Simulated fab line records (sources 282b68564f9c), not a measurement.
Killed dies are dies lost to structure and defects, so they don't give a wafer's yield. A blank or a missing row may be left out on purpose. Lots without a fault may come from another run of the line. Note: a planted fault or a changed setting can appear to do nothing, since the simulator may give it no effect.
Which tool was responsible? + flow rit_cmos + 13 lots, 39 wafers sampled, at 3 steps of a route of 202

WHAT EACH GAUGE READ, for each wafer
RIT_CONTACT_CD_MEAS_08: target cd 1000 nm.
| lot  | measured    | on        | cd_nm (nm)           |
|------|-------------|-----------|----------------------|
| L155 | day 3 15:12 | cd_sem-02 | 999.2 999.4 1000.6   |
| L156 | day 3 20:27 | cd_sem-02 | 996.6 997.2 996.9    |
| L159 | day 4 09:38 | cd_sem-02 | 997.4 998.8 999.5    |
| L160 | day 4 20:25 | cd_sem-02 | 1001.8 999.7 997.4   |
| L164 | day 5 16:32 | cd_sem-02 | 999.6 1001.2 1000.7  |
| L166 | day 6 09:52 | cd_sem-02 | 1001.9 1000.2 1003.1 |
| L168 | day 7 01:42 | cd_sem-01 | 999.7 999.3 1000.6   |
| L171 | day 7 16:29 | cd_sem-01 | 995.9 996.7 997.7    |
| L172 | day 7 17:00 | cd_sem-01 | 998.4 997.5 1000.1   |
| L174 | day 8 04:08 | cd_sem-02 | 1004.2 1002.6 1004.1 |
| L175 | day 8 01:27 | cd_sem-01 | 999.5 1000.3 999.4   |
| L176 | day 8 04:30 | cd_sem-01 | 1000.9 1001.0 1000.8 |
| L177 | day 8 05:52 | cd_sem-01 | 996.8 996.3 996.2    |

WHICH TOOL RAN EACH LOT (tool, then ch and the chambers of the sampled wafers, then the start)
| lot  | RIT_ACTIVE_STRIP_14                 | RIT_NSD_STRIP_09                    |
|------|-------------------------------------|-------------------------------------|
| L155 | plasma_asher-01 ch 0,1, day 1 15:11 | plasma_asher-01 ch 0,1, day 3 10:30 |
| L156 | plasma_asher-03 ch 0,1, day 1 22:44 | plasma_asher-01 ch 0, day 3 16:11   |
| L159 | plasma_asher-01 ch 0,1, day 2 11:59 | plasma_asher-02 ch 0,1, day 4 05:11 |
| L160 | plasma_asher-02 ch 0,1, day 2 19:29 | plasma_asher-03 ch 0,1, day 4 16:01 |
| L164 | plasma_asher-03 ch 0,1, day 3 14:08 | plasma_asher-01 ch 0,1, day 5 12:01 |
| L166 | plasma_asher-02 ch 0,1, day 3 22:40 | plasma_asher-01 ch 0,1, day 6 05:27 |
| L168 | plasma_asher-01 ch 0,1, day 4 11:40 | plasma_asher-02 ch 0,1, day 6 21:18 |
| L171 | plasma_asher-01 ch 0,1, day 5 02:59 | plasma_asher-03 ch 0,1, day 7 12:04 |
| L172 | plasma_asher-03 ch 0,1, day 5 08:45 | plasma_asher-02 ch 0,1, day 7 12:13 |
| L174 | plasma_asher-01 ch 0, day 5 14:31   | plasma_asher-02 ch 0, day 7 23:15   |
| L175 | plasma_asher-03 ch 0,1, day 5 21:47 | plasma_asher-02 ch 0,1, day 7 20:47 |
| L176 | plasma_asher-02 ch 0,1, day 6 04:44 | plasma_asher-03 ch 0,1, day 7 23:35 |
| L177 | plasma_asher-02 ch 0,1, day 6 10:23 | plasma_asher-03 ch 0,1, day 8 01:11 |
- RIT_ACTIVE_STRIP_14: strips in O2, time 180 s.
- RIT_NSD_STRIP_09: strips in O2, time 180 s.

WHAT THE TOOLS THEMSELVES READ (means of the sampled wafers that have a number; where no wafer has one, the mark that the record gives instead)
RIT_ACTIVE_STRIP_14.
| lot  | tool            | drypump_motor_current_A (A) |
|------|-----------------|-----------------------------|
| L155 | plasma_asher-01 | 6.5                         |
| L156 | plasma_asher-03 | 5.8                         |
| L159 | plasma_asher-01 | 6.5                         |
| L160 | plasma_asher-02 | 6.7                         |
| L164 | plasma_asher-03 | 5.6                         |
| L166 | plasma_asher-02 | 6.7                         |
| L168 | plasma_asher-01 | 6.1                         |
| L171 | plasma_asher-01 | 6.1                         |
| L172 | plasma_asher-03 | 5.8                         |
| L174 | plasma_asher-01 | 6.8                         |
| L175 | plasma_asher-03 | 5.6                         |
| L176 | plasma_asher-02 | 6.7                         |
| L177 | plasma_asher-02 | 6.6                         |

RIT_NSD_STRIP_09.
| lot  | tool            | drypump_motor_current_A (A) |
|------|-----------------|-----------------------------|
| L155 | plasma_asher-01 | 6.1                         |
| L156 | plasma_asher-01 | 6.8                         |
| L159 | plasma_asher-02 | 6.6                         |
| L160 | plasma_asher-03 | 5.6                         |
| L164 | plasma_asher-01 | 6.4                         |
| L166 | plasma_asher-01 | 6.1                         |
| L168 | plasma_asher-02 | 6.6                         |
| L171 | plasma_asher-03 | 5.6                         |
| L172 | plasma_asher-02 | 6.6                         |
| L174 | plasma_asher-02 | 6.5                         |
| L175 | plasma_asher-02 | 6.7                         |
| L176 | plasma_asher-03 | 5.8                         |
| L177 | plasma_asher-03 | 5.7                         |

THE ANSWER, worked out from the rows above alone
Rule: the lots themselves supply what counts as usual. Put in order of their means at a reading, lots are off if they are a third of the lots or fewer, leave a main group of 4 or more, and stand apart from it by a gap of 3 or more times the standard deviation of the main group's means; of several such gaps the widest counts. The tables above print the reading to a certain number of digits; a main group whose means all agree to those digits is not used. A lot without any number at a reading at which 4 lots or more have one is off too. Any other lot the step has rows for is counted as sound. Order of review: gauges by route order, followed by the tools' own readings, for which a lot's mean as printed above is used. The first step at which some lot is off is used, and at that step the reading that is off furthest; a lot without a number counts as furthest.
Across all readings shown, no lot is off: no conclusion can be drawn from this.

WHAT THE SIMULATOR HAD PUT IN
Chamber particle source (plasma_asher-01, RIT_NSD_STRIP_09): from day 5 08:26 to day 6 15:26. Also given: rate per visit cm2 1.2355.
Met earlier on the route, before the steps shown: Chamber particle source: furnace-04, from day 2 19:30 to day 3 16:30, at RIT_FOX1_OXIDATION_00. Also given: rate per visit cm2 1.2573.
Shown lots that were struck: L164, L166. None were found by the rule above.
